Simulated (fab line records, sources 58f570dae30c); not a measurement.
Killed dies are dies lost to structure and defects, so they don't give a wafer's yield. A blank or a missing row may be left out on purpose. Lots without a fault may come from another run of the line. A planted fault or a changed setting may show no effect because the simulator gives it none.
One fault seen from 2 desks | flow berkeley_cmos170 | each desk has only its own numbers; what lay behind them comes last

THE TOOL OWNER'S DESK: pvd_sputter-03
The tool's own readings at UCB170_M2_SPUTTER_01 (material Al, target thk 900 nm, time 120 s): means of the sampled wafers that have a number, for each lot that ran on this tool. A lot is out of limits, marked OUT, if its mean lies more than 4 standard deviations from the usual mean; the brackets give that distance.
Columns: A = throttle_valve_pct at UCB170_M2_SPUTTER_01, usual 30.2 %
lot  | first seen here | A
L650 | day 8 23:14     | 30.2
L651 | day 9 09:08     | 29.6
L658 | day 10 11:20    | 30.5
L671 | day 14 01:16    | 30.2
L672 | day 14 01:54    | 30.0
This desk's finding: nothing out of limits on any of the 5 lots.

THE METROLOGY DESK
What the gauges read, lot by lot, whatever tool the lot ran on: means of the sampled wafers that have a number. A lot is out of limits, marked OUT, if its mean lies more than 4 standard deviations from the usual mean; the brackets give that distance.
Columns: A = cd_nm at UCB170_GATE_CD_MEAS_12, usual 350.2 nm; B = M2_AL_RS at UCB170_M2_RS_MEAS_02, usual 0.0322 ohm/sq; C = M2_AL_THK at UCB170_M2_THK_MEAS_03, usual 903 nm
lot  | first seen here | A     | B      | C
L649 | day 7 10:16     | 349.2 | 0.0320 | 905
L650 | day 7 10:32     | 351.0 | 0.0319 | 906
L651 | day 8 02:52     | 349.7 | 0.0318 | 906
L652 | day 8 03:14     | 350.7 | 0.0322 | 904
L658 | day 9 06:10     | 350.5 | 0.0335 | 877
L659 | day 9 06:43     | 349.1 | 0.0326 | 899
L664 | day 10 23:33    | 349.7 | 0.0323 | 894
L668 | day 11 04:37    | 350.7 | 0.0326 | 898
L666 | day 11 05:05    | 350.0 | 0.0325 | 895
L669 | day 11 10:54    | 348.8 | 0.0319 | 913
L671 | day 12 14:49    | 349.8 | 0.0320 | 904
L672 | day 12 14:54    | 349.8 | 0.0324 | 902
This desk's finding: nothing out of limits on any of the 12 lots.

PUT TOGETHER
The tool owner's desk saw nothing out of limits.
The metrology desk saw nothing out of limits.

WHAT THE SIMULATOR HAD PUT IN
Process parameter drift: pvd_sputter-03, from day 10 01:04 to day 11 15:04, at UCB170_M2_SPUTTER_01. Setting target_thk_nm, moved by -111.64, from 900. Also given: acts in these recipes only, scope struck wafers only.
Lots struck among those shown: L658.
